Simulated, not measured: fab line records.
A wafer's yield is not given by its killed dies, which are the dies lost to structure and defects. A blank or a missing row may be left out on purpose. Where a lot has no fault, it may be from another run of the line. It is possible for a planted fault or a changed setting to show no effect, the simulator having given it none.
fab line records :: flow berkeley_cmos170 :: part 2 of 2: steps 26 to 37 of 37
record:
  lots: 5
  wafers: 15
  last_day: 13
route steps=331 shown ZERO@6 NWELL@14 PWELL@34
lots that met no fault: taken from a fault-free run of the same line
start_h: hours from the record's opening day to when the first of the lot's shown wafers began :: wait_h: hours from the lot's prior step to this one :: " as in the row above :: L1.1+2: a row that stands for several wafers :: - value missing, or start not given :: * or withheld: withheld :: < > ~ a bound
route shown NAME@n: NAME is a module with steps in the file, n the number in the route of the first one :: usual: mean and standard deviation over wafers with no fault :: same: alike in all rows :: chamber/n: place in a boat :: sites: the reading at each site :: _std_site: the values' standard deviation :: _edge_site: outer sites' mean less inner sites' :: radius_mm: for every site, how far away it sits from the centre of the wafer :: mask NAME#n: copy n :: behind: the last tool/chamber to shape the wafer :: hold: why the lot was held/for how many hours/how that ended :: device: which transistor (n, p or np) failed to switch :: end of line: tests run on the same wafers once the route is complete :: step lacking rows: just its recipe :: killed: at the first sort, the dies lost to defects and structure; wafer yield is something else :: map: a wafer's dies, x killed, . not, _ none there
set.NAME: the setting as run; set.NAME@STEP: as run at that earlier step :: model.NAME: the simulator's own value behind a step, which no gauge read
certain route steps with their lots: each step a table, each wafer a row
services: from which hour (start_h, from the record's first day; less than 0 if before it) a tool's chamber was out of use, for how many hours, and why
== steps ==
step: UCB170_NWELL_CLEAN_17
recipe:
  chemistry: SPM
  temp_c: 120
  time_s: 600
usual:
  bath_heat_duty_pct: 14.3/1.2
lot.wafer: L074.3
tool: wet_bench-02
chamber: 3
start_h: 34.85
wait_h: 0.0
bath_heat_duty_pct: 15.9

lot.wafer: L074.5
tool: wet_bench-02
chamber: 3
start_h: 34.85
wait_h: 0.0
bath_heat_duty_pct: 15.6

lot.wafer: L074.6
tool: wet_bench-02
chamber: 3
start_h: 34.85
wait_h: 0.0
bath_heat_duty_pct: 15.4

lot.wafer: L076.2
tool: wet_bench-01
chamber: 1
start_h: 45.52
wait_h: 0.0
bath_heat_duty_pct: 14.6

lot.wafer: L076.3
tool: wet_bench-01
chamber: 1
start_h: 45.52
wait_h: 0.0
bath_heat_duty_pct: 13.3

lot.wafer: L076.6
tool: wet_bench-01
chamber: 1
start_h: 45.52
wait_h: 0.0
bath_heat_duty_pct: 14.3

lot.wafer: L077.2
tool: wet_bench-01
chamber: 2
start_h: 52.43
wait_h: 0.2
bath_heat_duty_pct: 14.7

lot.wafer: L077.4
tool: wet_bench-01
chamber: 2
start_h: 52.43
wait_h: 0.2
bath_heat_duty_pct: 14.9

lot.wafer: L077.6
tool: wet_bench-01
chamber: 2
start_h: 52.43
wait_h: 0.2
bath_heat_duty_pct: 14.5

lot.wafer: L088.3
tool: wet_bench-01
chamber: 2
start_h: 107.37
wait_h: 0.0
bath_heat_duty_pct: 15.5

lot.wafer: L088.4
tool: wet_bench-01
chamber: 2
start_h: 107.37
wait_h: 0.0
bath_heat_duty_pct: 16.7

lot.wafer: L088.5
tool: wet_bench-01
chamber: 2
start_h: 107.37
wait_h: 0.0
bath_heat_duty_pct: 14.5

lot.wafer: L095.1
tool: wet_bench-01
chamber: 0
start_h: 145.26
wait_h: 0.1
bath_heat_duty_pct: 15.9

lot.wafer: L095.4
tool: wet_bench-01
chamber: 0
start_h: 145.26
wait_h: 0.1
bath_heat_duty_pct: 16.3

lot.wafer: L095.5
tool: wet_bench-01
chamber: 0
start_h: 145.26
wait_h: 0.1
bath_heat_duty_pct: 15.9
step: UCB170_NWELL_WET_ETCH_18
recipe:
  chemistry: H3PO4
  target: Si3N4
  temp_c: 160
  time_s: 14400
usual:
  bath_heat_duty_pct: 28.3/2.3
lot.wafer: L074.3
tool: wet_bench-01
chamber: 1
start_h: 35.20
wait_h: 0.0
bath_heat_duty_pct: 27.1

lot.wafer: L074.5
tool: wet_bench-01
chamber: 1
start_h: 35.20
wait_h: 0.0
bath_heat_duty_pct: 29.1

lot.wafer: L074.6
tool: wet_bench-01
chamber: 1
start_h: 35.20
wait_h: 0.0
bath_heat_duty_pct: 28.2

lot.wafer: L076.2
tool: wet_bench-01
chamber: 1
start_h: 45.69
wait_h: 0.0
bath_heat_duty_pct: 28.0

lot.wafer: L076.3
tool: wet_bench-01
chamber: 1
start_h: 45.69
wait_h: 0.0
bath_heat_duty_pct: 27.8

lot.wafer: L076.6
tool: wet_bench-01
chamber: 1
start_h: 45.69
wait_h: 0.0
bath_heat_duty_pct: 27.9

lot.wafer: L077.2
tool: wet_bench-01
chamber: 3
start_h: 52.78
wait_h: 0.2
bath_heat_duty_pct: 29.4

lot.wafer: L077.4
tool: wet_bench-01
chamber: 3
start_h: 52.78
wait_h: 0.2
bath_heat_duty_pct: 26.4

lot.wafer: L077.6
tool: wet_bench-01
chamber: 3
start_h: 52.78
wait_h: 0.2
bath_heat_duty_pct: 29.0

lot.wafer: L088.3
tool: wet_bench-02
chamber: 0
start_h: 107.55
wait_h: 0.0
bath_heat_duty_pct: 25.7

lot.wafer: L088.4
tool: wet_bench-02
chamber: 0
start_h: 107.55
wait_h: 0.0
bath_heat_duty_pct: 25.9

lot.wafer: L088.5
tool: wet_bench-02
chamber: 0
start_h: 107.55
wait_h: 0.0
bath_heat_duty_pct: 26.5

lot.wafer: L095.1
tool: wet_bench-01
chamber: 1
start_h: 145.61
wait_h: 0.2
bath_heat_duty_pct: 28.1

lot.wafer: L095.4
tool: wet_bench-01
chamber: 1
start_h: 145.61
wait_h: 0.2
bath_heat_duty_pct: 27.7

lot.wafer: L095.5
tool: wet_bench-01
chamber: 1
start_h: 145.61
wait_h: 0.2
bath_heat_duty_pct: 25.8
step: UCB170_NWELL_WET_ETCH_19
recipe:
  chemistry: BOE
  dilution: 5:1
  target: SiO2
  temp_c: 25
  time_s: 22
usual:
  bath_heat_duty_pct: 6.5/0.81
lot.wafer: L074.3
tool: wet_bench-04
chamber: 0
start_h: 42.76
wait_h: 3.6
bath_heat_duty_pct: 6.7

lot.wafer: L074.5
tool: wet_bench-04
chamber: 0
start_h: 42.76
wait_h: 3.6
bath_heat_duty_pct: 6.9

lot.wafer: L074.6
tool: wet_bench-04
chamber: 0
start_h: 42.76
wait_h: 3.6
bath_heat_duty_pct: 7.1

lot.wafer: L076.2
tool: wet_bench-01
chamber: 2
start_h: 49.88
wait_h: 0.2
bath_heat_duty_pct: 6.8

lot.wafer: L076.3
tool: wet_bench-01
chamber: 2
start_h: 49.88
wait_h: 0.2
bath_heat_duty_pct: 7.2

lot.wafer: L076.6
tool: wet_bench-01
chamber: 2
start_h: 49.88
wait_h: 0.2
bath_heat_duty_pct: 7.8

lot.wafer: L077.2
tool: wet_bench-02
chamber: 2
start_h: 57.09
wait_h: 0.3
bath_heat_duty_pct: 6.4

lot.wafer: L077.4
tool: wet_bench-02
chamber: 2
start_h: 57.09
wait_h: 0.3
bath_heat_duty_pct: 6.6

lot.wafer: L077.6
tool: wet_bench-02
chamber: 2
start_h: 57.09
wait_h: 0.3
bath_heat_duty_pct: 5.5

lot.wafer: L088.3
tool: wet_bench-01
chamber: 2
start_h: 111.56
wait_h: 0.0
bath_heat_duty_pct: 6.8

lot.wafer: L088.4
tool: wet_bench-01
chamber: 2
start_h: 111.56
wait_h: 0.0
bath_heat_duty_pct: 7.7

lot.wafer: L088.5
tool: wet_bench-01
chamber: 2
start_h: 111.56
wait_h: 0.0
bath_heat_duty_pct: 7.2

lot.wafer: L095.1
tool: wet_bench-01
chamber: 2
start_h: 150.50
wait_h: 0.9
bath_heat_duty_pct: 6.8

lot.wafer: L095.4
tool: wet_bench-01
chamber: 2
start_h: 150.50
wait_h: 0.9
bath_heat_duty_pct: 7.2

lot.wafer: L095.5
tool: wet_bench-01
chamber: 2
start_h: 150.50
wait_h: 0.9
bath_heat_duty_pct: 7.1
step: UCB170_PWELL_CLEAN_00
recipe:
  chemistry: SPM
  temp_c: 120
  time_s: 600
usual:
  bath_heat_duty_pct: 14.2/1.4
lot.wafer: L074.3
tool: wet_bench-04
chamber: 3
start_h: 43.01
wait_h: 0.2
bath_heat_duty_pct: 12.1

lot.wafer: L074.5
tool: wet_bench-04
chamber: 3
start_h: 43.01
wait_h: 0.2
bath_heat_duty_pct: 12.4

lot.wafer: L074.6
tool: wet_bench-04
chamber: 3
start_h: 43.01
wait_h: 0.2
bath_heat_duty_pct: 14.0

lot.wafer: L076.2
tool: wet_bench-01
chamber: 0
start_h: 50.07
wait_h: 0.2
bath_heat_duty_pct: 15.4

lot.wafer: L076.3
tool: wet_bench-01
chamber: 0
start_h: 50.07
wait_h: 0.2
bath_heat_duty_pct: 15.9

lot.wafer: L076.6
tool: wet_bench-01
chamber: 0
start_h: 50.07
wait_h: 0.2
bath_heat_duty_pct: 16.8

lot.wafer: L077.2
tool: wet_bench-01
chamber: 2
start_h: 57.29
wait_h: 0.2
bath_heat_duty_pct: 15.8

lot.wafer: L077.4
tool: wet_bench-01
chamber: 2
start_h: 57.29
wait_h: 0.2
bath_heat_duty_pct: 15.0

lot.wafer: L077.6
tool: wet_bench-01
chamber: 2
start_h: 57.29
wait_h: 0.2
bath_heat_duty_pct: 13.4

lot.wafer: L088.3
tool: wet_bench-02
chamber: 2
start_h: 111.57
wait_h: 0.0
bath_heat_duty_pct: 13.4

lot.wafer: L088.4
tool: wet_bench-02
chamber: 2
start_h: 111.57
wait_h: 0.0
bath_heat_duty_pct: 13.6

lot.wafer: L088.5
tool: wet_bench-02
chamber: 2
start_h: 111.57
wait_h: 0.0
bath_heat_duty_pct: 14.0

lot.wafer: L095.1
tool: wet_bench-01
chamber: 1
start_h: 150.54
wait_h: 0.0
bath_heat_duty_pct: 14.5

lot.wafer: L095.4
tool: wet_bench-01
chamber: 1
start_h: 150.54
wait_h: 0.0
bath_heat_duty_pct: 13.9

lot.wafer: L095.5
tool: wet_bench-01
chamber: 1
start_h: 150.54
wait_h: 0.0
bath_heat_duty_pct: 15.0
step: UCB170_PWELL_CLEAN_01
recipe:
  chemistry: dHF
  dilution: 25:1
  time_s: 60
lot.wafer: L074.3+5+6
tool: wet_bench-04
chamber: 1
start_h: 43.53
wait_h: 0.3

lot.wafer: L076.2+3+6
tool: wet_bench-01
chamber: 0
start_h: 50.24
wait_h: 0.0

lot.wafer: L077.2+4+6
tool: wet_bench-01
chamber: 3
start_h: 57.67
wait_h: 0.2

lot.wafer: L088.3+4+5
tool: wet_bench-02
chamber: 0
start_h: 111.75
wait_h: 0.0

lot.wafer: L095.1+4+5
tool: wet_bench-01
chamber: 0
start_h: 150.73
wait_h: 0.0
step: UCB170_PWELL_OXIDATION_02
recipe:
  temp_c: 1000
  ambient: O2
  target_thk_a: 264
  ox_time_s: 1260
lot.wafer: L074.3+5+6
tool: furnace-02
chamber: 0
start_h: 46.99
wait_h: 3.4

lot.wafer: L076.2+3+6
tool: furnace-04
chamber: 0
start_h: 53.59
wait_h: 3.3

lot.wafer: L077.2+4+6
tool: furnace-01
chamber: 0
start_h: 62.34
wait_h: 4.6

lot.wafer: L088.3+4+5
tool: furnace-01
chamber: 0
start_h: 115.71
wait_h: 3.9

lot.wafer: L095.1+4+5
tool: furnace-01
chamber: 0
start_h: 155.04
wait_h: 4.3
step: UCB170_PWELL_THK_MEAS_03
recipe:
  reads: SiO2_of_PWELL_OXIDATION_02
usual:
  PWELL_OXIDE_THK: 26.4/0.52
lot.wafer: L074.3
tool: film_metro-01
chamber: -
start_h: 48.36
wait_h: 0.0
PWELL_OXIDE_THK[nm]: 26.0

lot.wafer: L074.5
tool: film_metro-01
chamber: -
start_h: 48.36
wait_h: 0.0
PWELL_OXIDE_THK[nm]: 26.6

lot.wafer: L074.6
tool: film_metro-01
chamber: -
start_h: 48.36
wait_h: 0.0
PWELL_OXIDE_THK[nm]: 26.4

lot.wafer: L076.2
tool: film_metro-02
chamber: -
start_h: 54.95
wait_h: 0.0
PWELL_OXIDE_THK[nm]: 26.2

lot.wafer: L076.3
tool: film_metro-02
chamber: -
start_h: 54.95
wait_h: 0.0
PWELL_OXIDE_THK[nm]: 26.0

lot.wafer: L076.6
tool: film_metro-02
chamber: -
start_h: 54.95
wait_h: 0.0
PWELL_OXIDE_THK[nm]: 26.1

lot.wafer: L077.2
tool: film_metro-01
chamber: -
start_h: 63.70
wait_h: 0.0
PWELL_OXIDE_THK[nm]: 26.3

lot.wafer: L077.4
tool: film_metro-01
chamber: -
start_h: 63.70
wait_h: 0.0
PWELL_OXIDE_THK[nm]: 26.6

lot.wafer: L077.6
tool: film_metro-01
chamber: -
start_h: 63.70
wait_h: 0.0
PWELL_OXIDE_THK[nm]: 27.0

lot.wafer: L088.3
tool: film_metro-04
chamber: -
start_h: 117.08
wait_h: 0.0
PWELL_OXIDE_THK[nm]: 27.6

lot.wafer: L088.4
tool: film_metro-04
chamber: -
start_h: 117.08
wait_h: 0.0
PWELL_OXIDE_THK[nm]: 27.4

lot.wafer: L088.5
tool: film_metro-04
chamber: -
start_h: 117.08
wait_h: 0.0
PWELL_OXIDE_THK[nm]: 27.1

lot.wafer: L095.1
tool: film_metro-04
chamber: -
start_h: 156.39
wait_h: 0.0
PWELL_OXIDE_THK[nm]: 26.8

lot.wafer: L095.4
tool: film_metro-04
chamber: -
start_h: 156.39
wait_h: 0.0
PWELL_OXIDE_THK[nm]: 26.8

lot.wafer: L095.5
tool: film_metro-04
chamber: -
start_h: 156.39
wait_h: 0.0
PWELL_OXIDE_THK[nm]: 26.4
step: UCB170_PWELL_ANNEAL_04
recipe:
  temp_c: 1000
  time_s: 900
  ambient: N2
lot.wafer: L074.3+5+6
tool: furnace-01
chamber: 0
start_h: 51.18
wait_h: 2.8

lot.wafer: L076.2+3+6
tool: furnace-01
chamber: 0
start_h: 58.34
wait_h: 3.4

lot.wafer: L077.2+4+6
tool: furnace-02
chamber: 0
start_h: 68.80
wait_h: 5.1

lot.wafer: L088.3+4+5
tool: furnace-01
chamber: 0
start_h: 121.31
wait_h: 4.2

lot.wafer: L095.1+4+5
tool: furnace-04
chamber: 0
start_h: 159.55
wait_h: 3.1
step: UCB170_PWELL_CVD_05
recipe:
  material: Si3N4
  target_thk_nm: 220
  temp_c: 800
  precursor: SiH2Cl2/NH3
  time_s: 3300
  pressure_mtorr: 200
  sih2cl2_flow_sccm: 25
  nh3_flow_sccm: 75
lot.wafer: L074.3+5+6
tool: lpcvd-01
chamber: 1
start_h: 52.43
wait_h: 0.0

lot.wafer: L076.2+3+6
tool: lpcvd-02
chamber: 0
start_h: 59.59
wait_h: 0.0

lot.wafer: L077.2+4+6
tool: lpcvd-01
chamber: 0
start_h: 70.79
wait_h: 0.7

lot.wafer: L088.3+4+5
tool: lpcvd-01
chamber: 1
start_h: 122.56
wait_h: 0.0

lot.wafer: L095.1+4+5
tool: lpcvd-02
chamber: 0
start_h: 160.81
wait_h: 0.0
step: UCB170_PWELL_THK_MEAS_06
recipe:
  reads: Si3N4_of_PWELL_CVD_05
usual:
  PWELL_NITRIDE_THK: 220.1/2
lot.wafer: L074.3
tool: film_metro-04
chamber: -
start_h: 54.36
wait_h: 0.0
PWELL_NITRIDE_THK[nm]: 221.6

lot.wafer: L074.5
tool: film_metro-04
chamber: -
start_h: 54.36
wait_h: 0.0
PWELL_NITRIDE_THK[nm]: 221.0

lot.wafer: L074.6
tool: film_metro-04
chamber: -
start_h: 54.36
wait_h: 0.0
PWELL_NITRIDE_THK[nm]: 221.4

lot.wafer: L076.2
tool: film_metro-02
chamber: -
start_h: 62.48
wait_h: 0.0
PWELL_NITRIDE_THK[nm]: 219.3

lot.wafer: L076.3
tool: film_metro-02
chamber: -
start_h: 62.48
wait_h: 0.0
PWELL_NITRIDE_THK[nm]: 219.0

lot.wafer: L076.6
tool: film_metro-02
chamber: -
start_h: 62.48
wait_h: 0.0
PWELL_NITRIDE_THK[nm]: 220.3

lot.wafer: L077.2
tool: film_metro-01
chamber: -
start_h: 72.71
wait_h: 0.0
PWELL_NITRIDE_THK[nm]: 221.4

lot.wafer: L077.4
tool: film_metro-01
chamber: -
start_h: 72.71
wait_h: 0.0
PWELL_NITRIDE_THK[nm]: 220.7

lot.wafer: L077.6
tool: film_metro-01
chamber: -
start_h: 72.71
wait_h: 0.0
PWELL_NITRIDE_THK[nm]: 222.1

lot.wafer: L088.3
tool: film_metro-04
chamber: -
start_h: 124.49
wait_h: 0.0
PWELL_NITRIDE_THK[nm]: 219.0

lot.wafer: L088.4
tool: film_metro-04
chamber: -
start_h: 124.49
wait_h: 0.0
PWELL_NITRIDE_THK[nm]: 217.8

lot.wafer: L088.5
tool: film_metro-04
chamber: -
start_h: 124.49
wait_h: 0.0
PWELL_NITRIDE_THK[nm]: 219.5

lot.wafer: L095.1
tool: film_metro-01
chamber: -
start_h: 162.72
wait_h: 0.0
PWELL_NITRIDE_THK[nm]: 221.8

lot.wafer: L095.4
tool: film_metro-01
chamber: -
start_h: 162.72
wait_h: 0.0
PWELL_NITRIDE_THK[nm]: 220.1

lot.wafer: L095.5
tool: film_metro-01
chamber: -
start_h: 162.72
wait_h: 0.0
PWELL_NITRIDE_THK[nm]: 222.7
step: UCB170_PWELL_HMDS_07
recipe:
  prime_time_s: 60
  prime_temp_c: 100
usual:
  resist_line_temp_C: 22.99/0.1
lot.wafer: L074.3
tool: litho_track-01
chamber: 0
start_h: 54.45
wait_h: 0.1
resist_line_temp_C: 23.03

lot.wafer: L074.5
tool: litho_track-01
chamber: 0
start_h: 54.45
wait_h: 0.1
resist_line_temp_C: 23.17

lot.wafer: L074.6
tool: litho_track-01
chamber: 0
start_h: 54.45
wait_h: 0.1
resist_line_temp_C: 23.01

lot.wafer: L076.2
tool: litho_track-02
chamber: 0
start_h: 62.85
wait_h: 0.4
resist_line_temp_C: 23.06

lot.wafer: L076.3
tool: litho_track-02
chamber: 0
start_h: 62.85
wait_h: 0.4
resist_line_temp_C: 23.16

lot.wafer: L076.6
tool: litho_track-02
chamber: 0
start_h: 62.85
wait_h: 0.4
resist_line_temp_C: 22.98

lot.wafer: L077.2
tool: litho_track-02
chamber: 0
start_h: 72.85
wait_h: 0.1
resist_line_temp_C: 22.95

lot.wafer: L077.4
tool: litho_track-02
chamber: 0
start_h: 72.85
wait_h: 0.1
resist_line_temp_C: 23.03

lot.wafer: L077.6
tool: litho_track-02
chamber: 0
start_h: 72.85
wait_h: 0.1
resist_line_temp_C: 23.00

lot.wafer: L088.3
tool: litho_track-01
chamber: 0
start_h: 124.58
wait_h: 0.1
resist_line_temp_C: 23.06

lot.wafer: L088.4
tool: litho_track-01
chamber: 0
start_h: 124.58
wait_h: 0.1
resist_line_temp_C: 23.03

lot.wafer: L088.5
tool: litho_track-01
chamber: 0
start_h: 124.58
wait_h: 0.1
resist_line_temp_C: 23.23

lot.wafer: L095.1
tool: litho_track-02
chamber: 0
start_h: 162.92
wait_h: 0.2
resist_line_temp_C: 23.05

lot.wafer: L095.4
tool: litho_track-02
chamber: 0
start_h: 162.92
wait_h: 0.2
resist_line_temp_C: 22.97

lot.wafer: L095.5
tool: litho_track-02
chamber: 0
start_h: 162.92
wait_h: 0.2
resist_line_temp_C: 22.92
step: UCB170_PWELL_COAT_08
recipe:
  resist: KrF
  spin_rpm: 1500
  resist_thk_nm: 900
usual:
  resist_line_temp_C: 23.01/0.1
lot.wafer: L074.3
tool: litho_track-01
chamber: 0
start_h: 54.60
wait_h: 0.1
resist_line_temp_C: 22.85

lot.wafer: L074.5
tool: litho_track-01
chamber: 0
start_h: 54.60
wait_h: 0.1
resist_line_temp_C: 22.86

lot.wafer: L074.6
tool: litho_track-01
chamber: 0
start_h: 54.60
wait_h: 0.1
resist_line_temp_C: 22.91

lot.wafer: L076.2
tool: litho_track-02
chamber: 0
start_h: 63.00
wait_h: 0.1
resist_line_temp_C: 22.99

lot.wafer: L076.3
tool: litho_track-02
chamber: 0
start_h: 63.00
wait_h: 0.1
resist_line_temp_C: 22.99

lot.wafer: L076.6
tool: litho_track-02
chamber: 0
start_h: 63.00
wait_h: 0.1
resist_line_temp_C: 23.11

lot.wafer: L077.2
tool: litho_track-02
chamber: 0
start_h: 73.00
wait_h: 0.1
resist_line_temp_C: 23.11

lot.wafer: L077.4
tool: litho_track-02
chamber: 0
start_h: 73.00
wait_h: 0.1
resist_line_temp_C: 23.01

lot.wafer: L077.6
tool: litho_track-02
chamber: 0
start_h: 73.00
wait_h: 0.1
resist_line_temp_C: 23.15

lot.wafer: L088.3
tool: litho_track-01
chamber: 0
start_h: 124.73
wait_h: 0.1
resist_line_temp_C: 22.96

lot.wafer: L088.4
tool: litho_track-01
chamber: 0
start_h: 124.73
wait_h: 0.1
resist_line_temp_C: 23.08

lot.wafer: L088.5
tool: litho_track-01
chamber: 0
start_h: 124.73
wait_h: 0.1
resist_line_temp_C: 22.92

lot.wafer: L095.1
tool: litho_track-02
chamber: 0
start_h: 163.07
wait_h: 0.1
resist_line_temp_C: 23.04

lot.wafer: L095.4
tool: litho_track-02
chamber: 0
start_h: 163.07
wait_h: 0.1
resist_line_temp_C: 23.07

lot.wafer: L095.5
tool: litho_track-02
chamber: 0
start_h: 163.07
wait_h: 0.1
resist_line_temp_C: 23.06
== services ==
tool: rie_diel-04
chamber: 2
start_h: -0.54
hours: 6.5
kind: repair

tool: krf_scanner-02
chamber: -
start_h: 2.85
hours: 0.8
kind: pm

tool: wet_bench-01
chamber: -
start_h: 3.51
hours: 3.6
kind: repair

tool: plasma_asher-02
chamber: -
start_h: 6.01
hours: 5.4
kind: repair

tool: rie_diel-04
chamber: 1
start_h: 6.27
hours: 4.8
kind: repair

tool: plasma_asher-04
chamber: -
start_h: 6.93
hours: 0.5
kind: repair

tool: krf_scanner-01
chamber: -
start_h: 7.22
hours: 0.8
kind: pm

tool: krf_scanner-02
chamber: -
start_h: 8.80
hours: 1.3
kind: pm

tool: plasma_asher-04
chamber: -
start_h: 31.68
hours: 6.9
kind: repair

tool: furnace-01
chamber: -
start_h: 33.04
hours: 2.7
kind: pm

tool: lpcvd-01
chamber: -
start_h: 39.25
hours: 0.5
kind: repair

tool: krf_scanner-02
chamber: -
start_h: 46.64
hours: 0.8
kind: repair

tool: wet_bench-04
chamber: -
start_h: 54.30
hours: 4.4
kind: pm

tool: furnace-04
chamber: -
start_h: 56.29
hours: 2.7
kind: pm

tool: furnace-01
chamber: -
start_h: 63.69
hours: 3.5
kind: pm

tool: furnace-04
chamber: -
start_h: 68.85
hours: 3.6
kind: pm

tool: krf_scanner-02
chamber: -
start_h: 89.97
hours: 1.0
kind: pm

tool: krf_scanner-01
chamber: -
start_h: 96.24
hours: 1.3
kind: pm

tool: furnace-02
chamber: -
start_h: 100.19
hours: 4.2
kind: pm

tool: krf_scanner-02
chamber: -
start_h: 140.20
hours: 0.2
kind: repair

tool: krf_scanner-02
chamber: -
start_h: 141.34
hours: 11.6
kind: pm

tool: lpcvd-01
chamber: -
start_h: 141.79
hours: 2.8
kind: pm

tool: furnace-02
chamber: -
start_h: 150.36
hours: 3.9
kind: pm

tool: krf_scanner-01
chamber: -
start_h: 152.89
hours: 1.0
kind: pm
